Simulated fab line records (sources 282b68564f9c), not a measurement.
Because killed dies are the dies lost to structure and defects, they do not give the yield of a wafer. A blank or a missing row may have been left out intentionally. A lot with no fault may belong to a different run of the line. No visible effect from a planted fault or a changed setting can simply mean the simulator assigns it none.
fab line records    flow ritCmos
record: lots: 6  wafers: 18  lastDay: 7
route steps=202 shown FOX2@24 NWELL@28 PWELL@39 WELLDRIVE@50 M1@202
lots that met no fault: taken from a fault-free run of the same line
startH: start of the lot's first displayed wafer, in hours after the record's first day    waitH: time in hours since the lot's previous step    " as in the row above    L1.1+2: one row covering several wafers at once    - no value present, or no start provided    * or withheld: withheld    < > ~ a bound
route shown NAME@n: NAME is a module with steps in the file, n the number in the route of the first one    usual: mean/standard deviation taken from wafers without a fault    same: alike in all rows    chamber/n: place in a boat    sites: per-site readings    _std_site: the values' standard deviation    _edge_site: outer sites' mean less inner sites'    radiusMm: how far each site lies from the wafer's centre    mask NAME#n: copy n    behind: the tool/chamber that last shaped the wafer    hold: why the lot went on hold/how many hours it stayed there/how the hold came to an end    device: names the non-switching transistor (n, p or np)    end of line: the route-end tests of the same wafers    where a step has no rows: the recipe by itself    killed: dies that structure and defects cost at the first sort, which is not the same as the wafer's yield    map: shows each die of a wafer: x if killed, . if not, _ if none is there
set.NAME: setting as actually run; set.NAME@STEP: the setting as run at that earlier step    model.NAME: the simulator's own value behind a step, which no gauge read
certain route steps with their lots: each step a table, each wafer a row
services: a tool's chamber out of use, with start hour (startH, from the record's first day; less than 0 if before it), hours out, and reason
== steps ==
step: RIT_FOX2_THK_MEAS_01
recipe: reads: SiO2_of_FOX2_OXIDATION_00
usual: FOX2_OXIDE_THK: 353/5.2
lot.wafer  tool          chamber  startH  waitH  FOX2_OXIDE_THK[nm]
L861.1     filmMetro-03  -        63.39   0.0    352
L861.3     "             -        "       "      343
L861.4     "             -        "       "      348
L862.2     filmMetro-04  -        66.47   0.0    351
L862.5     "             -        "       "      349
L862.6     "             -        "       "      353
L866.1     filmMetro-02  -        85.63   0.0    339
L866.3     "             -        "       "      348
L866.4     "             -        "       "      339
L867.1     filmMetro-02  -        91.28   0.0    355
L867.4     "             -        "       "      351
L867.5     "             -        "       "      356
L868.2     filmMetro-03  -        97.61   0.0    352
L868.3     "             -        "       "      350
L868.6     "             -        "       "      355
L875.2     filmMetro-02  -        129.73  0.0    349
L875.5     "             -        "       "      360
L875.6     "             -        "       "      364
step: RIT_FOX2_CLEAN_02
recipe: chemistry: dHF  dilution: 50:1  timeS: 180
step: RIT_FOX2_WET_ETCH_03
recipe: chemistry: H3PO4  target: Si3N4  targetDepthNm: 195  tempC: 165  timeS: 2700
step: RIT_FOX2_THK_MEAS_90
recipe: reads: SiO2_of_FOX2_OXIDATION_00
usual: FIELD_OXIDE_LEFT_1_THK: 326/5.3
lot.wafer  tool          chamber  startH  waitH  FIELD_OXIDE_LEFT_1_THK[nm]
L861.1     filmMetro-03  -        64.27   0.0    324
L861.3     "             -        "       "      316
L861.4     "             -        "       "      320
L862.2     filmMetro-04  -        67.34   0.0    323
L862.5     "             -        "       "      322
L862.6     "             -        "       "      325
L866.1     filmMetro-03  -        86.50   0.0    311
L866.3     "             -        "       "      321
L866.4     "             -        "       "      312
L867.1     filmMetro-02  -        92.16   0.0    327
L867.4     "             -        "       "      324
L867.5     "             -        "       "      328
L868.2     filmMetro-04  -        98.49   0.0    325
L868.3     "             -        "       "      323
L868.6     "             -        "       "      328
L875.2     filmMetro-04  -        130.61  0.0    322
L875.5     "             -        "       "      332
L875.6     "             -        "       "      337
step: RIT_NWELL_HMDS_00
recipe: primeTimeS: 60  primeTempC: 140
step: RIT_NWELL_COAT_01
recipe: resist: NOVOLAK  spinRpm: 2000  resistThkNm: 1300
step: RIT_NWELL_SOFTBAKE_02
recipe: resist: NOVOLAK  tempC: 90  timeS: 60
step: RIT_NWELL_EXPOSE_03
recipe: maskId: M2  na: 0.57  targetCdNm: 43900  doseMj: 250
step: RIT_NWELL_PEB_04
recipe: resist: NOVOLAK  tempC: withheld  timeS: withheld
step: RIT_NWELL_DEVELOP_05
recipe: resist: NOVOLAK  developTimeS: 68  devTempC: 23
step: RIT_NWELL_OVL_MEAS_06
usual: NWELL_OVL: 0.5/1.4
lot.wafer  tool        chamber  startH  waitH  NWELL_OVL[nm]
L861.1     overlay-02  -        65.33   -      0.8
L861.3     "           -        "       "      1.6
L861.4     "           -        "       "      1.6
L862.2     overlay-01  -        68.41   -      -2.4
L862.5     "           -        "       "      -0.9
L862.6     "           -        "       "      -1.1
L866.1     overlay-02  -        87.87   -      -0.4
L866.3     "           -        "       "      -0.8
L866.4     "           -        "       "      -0.3
L867.1     overlay-01  -        93.22   -      1.7
L867.4     "           -        "       "      0.0
L867.5     "           -        "       "      1.8
L868.2     overlay-01  -        99.42   -      1.1
L868.3     "           -        "       "      1.4
L868.6     "           -        "       "      0.7
L875.2     overlay-01  -        131.67  -      0.2
L875.5     "           -        "       "      0.2
L875.6     "           -        "       "      1.1
step: RIT_NWELL_HARDBAKE_07
recipe: resist: NOVOLAK  tempC: 140  timeS: 120
step: RIT_NWELL_IMPLANT_08
recipe: species: P  energyKev: 170  doseCm2: 5e+13  tiltDeg: 7
usual: doseIonsCm2: 5.001e+13/5.4e+10  faradayCurrentUA: 158/3.1  tiltDeg: 7.002/0.02
lot.wafer  tool          chamber  startH  waitH  doseIonsCm2  faradayCurrentUA  tiltDeg
L861.1     implanter-01  0        65.62   0.2    4.995e+13    157               7.007
L861.3     "             0        "       "      4.995e+13    160               7.034
L861.4     "             0        "       "      4.996e+13    159               7.005
L862.2     implanter-02  0        68.71   0.2    4.996e+13    155               7.043
L862.5     "             0        "       "      4.998e+13    161               6.986
L862.6     "             0        "       "      4.997e+13    159               7.025
L866.1     implanter-02  0        88.16   0.2    4.994e+13    153               7.012
L866.3     "             0        "       "      4.999e+13    159               7.011
L866.4     "             0        "       "      5.012e+13    158               7.008
L867.1     implanter-01  0        93.51   0.2    7.103e+13    226               7.007
L867.4     "             0        "       "      7.105e+13    219               7.033
L867.5     "             0        "       "      7.096e+13    226               7.009
L868.2     implanter-01  0        99.73   0.2    7.108e+13    228               7.011
L868.3     "             0        "       "      7.104e+13    226               7.004
L868.6     "             0        "       "      7.112e+13    221               7.020
L875.2     implanter-04  0        131.97  0.2    5.011e+13    156               7.042
L875.5     "             0        "       "      4.996e+13    160               7.009
L875.6     "             0        "       "      5.008e+13    160               7.002
step: RIT_NWELL_STRIP_09
recipe: chemistry: O2  timeS: 180  resist: NOVOLAK  platenTempC: withheld  powerW: 500  pressureMtorr: 4000  o2FlowSccm: 4000
usual: drypumpMotorCurrentA: 5.6/0.33  rfReflPowerW: 5.6/1.9
lot.wafer  tool            chamber  startH  waitH  drypumpMotorCurrentA  rfHoursCounterH  rfReflPowerW
L861.1     plasmaAsher-04  0        65.77   0.1    5.5                   43               5.5
L861.3     "               0        "       "      5.4                   -                5.7
L861.4     "               1        "       "      6.5                   -                9.8
L862.2     plasmaAsher-03  1        68.84   0.1    5.4                   26               4.7
L862.5     "               0        "       "      5.5                   -                4.2
L862.6     "               1        "       "      5.4                   -                4.6
L866.1     plasmaAsher-01  1        88.31   0.1    5.4                   45               7.1
L866.3     "               0        "       "      5.9                   -                4.1
L866.4     "               1        "       "      5.4                   -                7.3
L867.1     plasmaAsher-01  0        93.66   0.1    5.9                   46               4.2
L867.4     "               1        "       "      5.4                   -                7.0
L867.5     "               1        "       "      5.4                   -                6.8
L868.2     plasmaAsher-03  0        99.85   0.1    5.5                   30               4.2
L868.3     "               0        "       "      5.5                   -                4.4
L868.6     "               1        "       "      5.4                   -                4.6
L875.2     plasmaAsher-01  0        132.10  0.1    5.9                   51               4.1
L875.5     "               1        "       "      5.4                   -                7.3
L875.6     "               0        "       "      5.9                   -                4.1
step: RIT_NWELL_TW_MEAS_10
usual: NWELL_TW: 2148/16
lot.wafer  tool          chamber  startH  waitH  NWELL_TW
L861.1     filmMetro-01  -        65.94   0.1    2141
L861.3     "             -        "       "      2145
L861.4     "             -        "       "      2156
L862.2     filmMetro-03  -        69.02   0.1    2157
L862.5     "             -        "       "      2168
L862.6     "             -        "       "      2170
L866.1     filmMetro-01  -        88.48   0.1    2144
L866.3     "             -        "       "      2148
L866.4     "             -        "       "      2147
L867.1     filmMetro-03  -        93.83   0.1    2409
L867.4     "             -        "       "      2427
L867.5     "             -        "       "      2429
L868.2     filmMetro-04  -        100.04  0.1    2380
L868.3     "             -        "       "      2355
L868.6     "             -        "       "      2372
L875.2     filmMetro-04  -        132.28  0.1    2111
L875.5     "             -        "       "      2097
L875.6     "             -        "       "      2115
step: RIT_PWELL_HMDS_00
recipe: primeTimeS: 60  primeTempC: 140
step: RIT_PWELL_COAT_01
recipe: resist: NOVOLAK  spinRpm: 2000  resistThkNm: 1300
step: RIT_PWELL_SOFTBAKE_02
recipe: resist: NOVOLAK  tempC: 90  timeS: 60
step: RIT_PWELL_EXPOSE_03
recipe: maskId: M3  na: 0.57  targetCdNm: 43700  doseMj: 250
step: RIT_PWELL_PEB_04
recipe: resist: NOVOLAK  tempC: withheld  timeS: withheld
step: RIT_PWELL_DEVELOP_05
recipe: resist: NOVOLAK  developTimeS: 68  devTempC: 23
step: RIT_PWELL_OVL_MEAS_06
usual: PWELL_OVL: 0.9/1.6
lot.wafer  tool        chamber  startH  waitH  PWELL_OVL[nm]
L861.1     overlay-02  -        66.88   -      1.3
L861.3     "           -        "       "      2.3
L861.4     "           -        "       "      0.8
L862.2     overlay-02  -        70.08   -      1.7
L862.5     "           -        "       "      0.3
L862.6     "           -        "       "      0.4
L866.1     overlay-01  -        89.42   -      0.0
L866.3     "           -        "       "      0.2
L866.4     "           -        "       "      0.2
L867.1     overlay-01  -        94.77   -      3.2
L867.4     "           -        "       "      2.7
L867.5     "           -        "       "      3.4
L868.2     overlay-01  -        101.15  -      1.3
L868.3     "           -        "       "      1.5
L868.6     "           -        "       "      -1.1
L875.2     overlay-02  -        133.35  -      1.2
L875.5     "           -        "       "      0.5
L875.6     "           -        "       "      0.0
step: RIT_PWELL_HARDBAKE_07
recipe: resist: NOVOLAK  tempC: 140  timeS: 120
step: RIT_PWELL_IMPLANT_08
recipe: species: B  energyKev: 170  doseCm2: 7e+13  tiltDeg: 7
step: RIT_PWELL_STRIP_09
recipe: chemistry: O2  timeS: 180  resist: NOVOLAK  platenTempC: withheld  powerW: 500  pressureMtorr: 4000  o2FlowSccm: 4000
usual: drypumpMotorCurrentA: 5.7/0.3  rfReflPowerW: 5.6/1.8
lot.wafer  tool            chamber  startH  waitH  drypumpMotorCurrentA  rfHoursCounterH  rfReflPowerW
L861.1     plasmaAsher-03  1        67.32   0.1    5.4                   26               4.6
L861.3     "               1        "       "      5.4                   -                4.5
L861.4     "               0        "       "      5.5                   -                4.2
L862.2     plasmaAsher-04  0        70.51   0.1    5.5                   43               5.3
L862.5     "               1        "       "      6.5                   -                10.1
L862.6     "               0        "       "      5.5                   -                5.4
L866.1     plasmaAsher-03  0        89.86   0.1    5.5                   29               4.2
L866.3     "               0        "       "      5.5                   -                4.2
L866.4     "               1        "       "      5.4                   -                4.3
L867.1     plasmaAsher-02  0        95.21   0.1    5.6                   47               4.7
L867.4     "               0        "       "      5.6                   -                5.0
L867.5     "               0        "       "      5.6                   -                4.9
L868.2     plasmaAsher-04  1        101.58  0.1    6.5                   44               10.3
L868.3     "               0        "       "      5.5                   -                5.4
L868.6     "               1        "       "      6.5                   -                10.2
L875.2     plasmaAsher-02  1        133.78  0.1    5.7                   52               6.6
L875.5     "               1        "       "      5.8                   -                6.6
L875.6     "               0        "       "      5.6                   -                4.9
step: RIT_PWELL_TW_MEAS_10
usual: PWELL_TW: 955/6.6
lot.wafer  tool          chamber  startH  waitH  PWELL_TW
L861.1     filmMetro-03  -        67.49   0.1    959
L861.3     "             -        "       "      956
L861.4     "             -        "       "      959
L862.2     filmMetro-04  -        70.70   0.1    948
L862.5     "             -        "       "      941
L862.6     "             -        "       "      945
L866.1     filmMetro-03  -        90.03   0.1    956
L866.3     "             -        "       "      963
L866.4     "             -        "       "      962
L867.1     filmMetro-03  -        95.38   0.1    957
L867.4     "             -        "       "      963
L867.5     "             -        "       "      966
L868.2     filmMetro-01  -        101.76  0.1    955
L868.3     "             -        "       "      952
L868.6     "             -        "       "      947
L875.2     filmMetro-03  -        133.96  0.1    966
L875.5     "             -        "       "      960
L875.6     "             -        "       "      963
step: RIT_WELLDRIVE_ANNEAL_00
recipe: tempC: 1100  timeS: 14700  ambient: N2
step: RIT_WELLDRIVE_RS_MEAS_01
recipe: thkMeasGauge: four-point-probe
usual: NWELL_RS: 275.5/0.92
lot.wafer  tool          chamber  startH  waitH  NWELL_RS[ohm/sq]
L861.1     filmMetro-01  -        73.56   0.0    276.4
L861.3     "             -        "       "      276.0
L861.4     "             -        "       "      275.6
L862.2     filmMetro-04  -        78.47   0.0    275.8
L862.5     "             -        "       "      276.5
L862.6     "             -        "       "      274.9
L866.1     filmMetro-03  -        96.36   0.0    274.9
L866.3     "             -        "       "      275.1
L866.4     "             -        "       "      276.1
L867.1     filmMetro-04  -        101.45  0.0    222.4
L867.4     "             -        "       "      222.2
L867.5     "             -        "       "      221.8
L868.2     filmMetro-03  -        107.72  0.0    223.8
L868.3     "             -        "       "      223.4
L868.6     "             -        "       "      223.5
L875.2     filmMetro-01  -        140.28  0.0    277.7
L875.5     "             -        "       "      277.2
L875.6     "             -        "       "      277.2
step: RIT_WELLDRIVE_RS_MEAS_02
recipe: thkMeasGauge: four-point-probe
usual: PWELL_RS: 429.3/1.2
lot.wafer  tool          chamber  startH  waitH  PWELL_RS[ohm/sq]
L861.1     filmMetro-01  -        73.68   0.1    428.9
L861.3     "             -        "       "      429.7
L861.4     "             -        "       "      430.6
L862.2     filmMetro-04  -        78.59   0.1    428.8
L862.5     "             -        "       "      428.8
L862.6     "             -        "       "      427.7
L866.1     filmMetro-03  -        96.48   0.1    429.3
L866.3     "             -        "       "      429.7
L866.4     "             -        "       "      428.6
L867.1     filmMetro-04  -        101.57  0.1    430.6
L867.4     "             -        "       "      427.2
L867.5     "             -        "       "      429.1
L868.2     filmMetro-03  -        107.84  0.1    429.1
L868.3     "             -        "       "      428.8
L868.6     "             -        "       "      430.6
L875.2     filmMetro-01  -        140.40  0.1    429.2
L875.5     "             -        "       "      431.2
L875.6     "             -        "       "      430.9
step: RIT_M1_PROBE_99
usual: killedAtFrontEnd: 6.8/2.7  killedDies: 6.8/2.7  killedOpen: 3.4/1.8  killedShort: 3.5/1.7
same: grossDies: 264  killed_at_M0_to_M3: 0  killed_at_M4_up: 0  killedAtBackSide: 0  killedAtContacts: 0  killedAtOther: 0
lot.wafer  tool       chamber  startH  waitH  killedAtFrontEnd  killedDies  killedOpen  killedShort
L862.2     prober-01  -        128.25  0.9    7                 7           6           1
L862.5     prober-01  -        128.40  1.0    7                 7           2           5
L862.6     prober-01  -        128.45  1.0    6                 6           3           3
L867.1     prober-01  -        132.10  0.1    6                 6           3           3
L867.4     prober-01  -        132.25  0.2    5                 5           3           2
L867.5     prober-01  -        132.30  0.2    11                11          5           6
L875.2     prober-01  -        172.51  0.1    8                 8           4           4
L875.5     prober-01  -        172.66  0.2    11                11          5           6
L875.6     prober-01  -        172.71  0.2    12                12          8           4
killed by level:class
L862.2 GATE:geometricParticle:open=3 FOX1:geometricParticle:open=2 FOX2:geometricParticle:short=1 SILICIDE:geometricParticle:open=1
L862.5 GATE:geometricParticle:short=3 FOX1:geometricParticle:short=2 FOX1:geometricParticle:open=1 GATE:geometricParticle:open=1
L862.6 GATE:geometricParticle:open=2 GATE:geometricParticle:short=2 FOX1:geometricParticle:open=1 SPACER:geometricParticle:short=1
L867.1 GATE:geometricParticle:short=2 GATE:geometricParticle:open=2 FOX2:geometricParticle:short=1 REOX:geometricParticle:open=1
L867.4 FOX1:geometricParticle:open=1 FOX2:geometricParticle:open=1 GATE:geometricParticle:short=1 REOX:geometricParticle:open=1 SPACER:geometricParticle:short=1
L867.5 FOX2:geometricParticle:short=2 GATE:geometricParticle:open=2 REOX:geometricParticle:open=2 SPACER:geometricParticle:short=2 GATE:geometricParticle:short=1 SPACER:geometricParticle:open=1 SILICIDE:geometricParticle:short=1
L875.2 GATE:geometricParticle:open=3 GATE:geometricParticle:short=2 SILICIDE:geometricParticle:short=2 FOX1:geometricParticle:open=1
L875.5 GATE:geometricParticle:open=3 FOX1:geometricParticle:short=2 FOX1:geometricParticle:open=2 REOX:geometricParticle:short=2 FOX2:geometricParticle:short=1 GATE:geometricParticle:short=1
L875.6 GATE:geometricParticle:open=3 SPACER:geometricParticle:open=3 FOX2:geometricParticle:open=2 GATE:geometricParticle:short=2 FOX2:geometricParticle:short=1 SPACER:geometricParticle:short=1
== services ==
tool            chamber  startH  hours  kind
implanter-02    -        48.99   2.3    repair
plasmaAsher-04  -        78.79   21.3   repair
implanter-02    -        82.65   2.4    pm
implanter-01    -        83.39   10.1   repair
implanter-02    -        96.48   5.3    repair
plasmaAsher-04  -        108.75  9.0    pm
plasmaAsher-04  0        108.75  9.0    ventCycle
plasmaAsher-04  1        108.75  9.0    ventCycle
plasmaAsher-04  0        117.75  -      clean
plasmaAsher-04  1        117.75  -      clean
plasmaAsher-02  -        126.35  4.3    pm
== key ==
firstSign: step: RIT_NWELL_IMPLANT_08  reading: doseIonsCm2  direction: up  sigmas: 99+  usual: 5.001e+13  struck: 7.105e+13
effect: step: RIT_NWELL_IMPLANT_08  reading: faradayCurrentUA  direction: up  sigmas: 21  usual: 158  struck: 225
effect: step: RIT_NWELL_TW_MEAS_10  reading: NWELL_TW  direction: up  sigmas: 15  usual: 2148  struck: 2395
effect: step: RIT_WELLDRIVE_RS_MEAS_01  reading: NWELL_RS  direction: down  sigmas: 57  usual: 275.5  struck: 222.8
metAt RIT_NWELL_IMPLANT_08
struckWafers L867.1,L867.4,L867.5,L868.2,L868.3,L868.6
testerLeftOut L867,L868
onsetBetween 65.62 93.51
fault: kind: processParameterDrift  tool: implanter-01  chamber: -  onsetH: 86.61  steps: RIT_NWELL_IMPLANT_08  channel: doseCm2  offset: 2.1e+13  shape: step  endH: 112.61  actsIn: theseRecipesOnly  stated: 5e+13
testerLeftOut: of these lots the tester's yield and bins aren't shown, on N5 and GAA mostly nor the transistor test; their killed dies are dies lost to structure and defects alone, not to doping, threshold or leakage, so they don't give the yield
